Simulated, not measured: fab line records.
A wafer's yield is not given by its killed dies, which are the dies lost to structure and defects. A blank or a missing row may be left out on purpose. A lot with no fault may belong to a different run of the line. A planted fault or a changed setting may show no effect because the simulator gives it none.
Which tool was responsible?    flow berkeley_cmos170    27 wafers sampled from 9 lots at 1 step of a route of 331

== WHAT THE GAUGES SHOWED, per wafer ==
UCB170_NWELL_OVL_MEAS_12.
lot   measured     on          NWELL_OVL (nm)
L378  day 2 11:21  overlay-01  -5 -2 -4
L379  day 2 11:37  overlay-02  3 -7 -2
L380  day 2 20:02  overlay-02  -6 -13 -10
L381  day 3 07:20  overlay-02  1 -3 -3
L382  day 3 10:24  overlay-02  -4 2 11
L383  day 3 15:22  overlay-01  -2 -11 -5
L385  day 3 15:38  overlay-02  5 5 7
L384  day 3 19:46  overlay-01  0 -15 -3
L386  day 4 02:19  overlay-02  -2 -7 -13

== EACH LOT AND THE TOOL THAT RAN IT (in order: tool; ch and the chambers of the sampled wafers; start) ==
Before these readings, the record contains no process step.

== THE ANSWER, worked out from the rows above alone ==
Rule: what is usual is taken from the lots themselves. Put in order of their means at a reading, lots are off if they are a third of the lots or fewer, leave a main group of 4 or more, and stand apart from it by a gap of 3 or more times the standard deviation of the main group's means; of several such gaps the widest counts. The tables above print the reading to a certain number of digits; a main group whose means all agree to those digits is not used. A lot without any number at a reading at which 4 lots or more have one is off too. All remaining lots with rows at the step are treated as sound.
No lot is off on any of the readings shown, so nothing can be concluded from this.

== WHAT THE SIMULATOR HAD PUT IN ==
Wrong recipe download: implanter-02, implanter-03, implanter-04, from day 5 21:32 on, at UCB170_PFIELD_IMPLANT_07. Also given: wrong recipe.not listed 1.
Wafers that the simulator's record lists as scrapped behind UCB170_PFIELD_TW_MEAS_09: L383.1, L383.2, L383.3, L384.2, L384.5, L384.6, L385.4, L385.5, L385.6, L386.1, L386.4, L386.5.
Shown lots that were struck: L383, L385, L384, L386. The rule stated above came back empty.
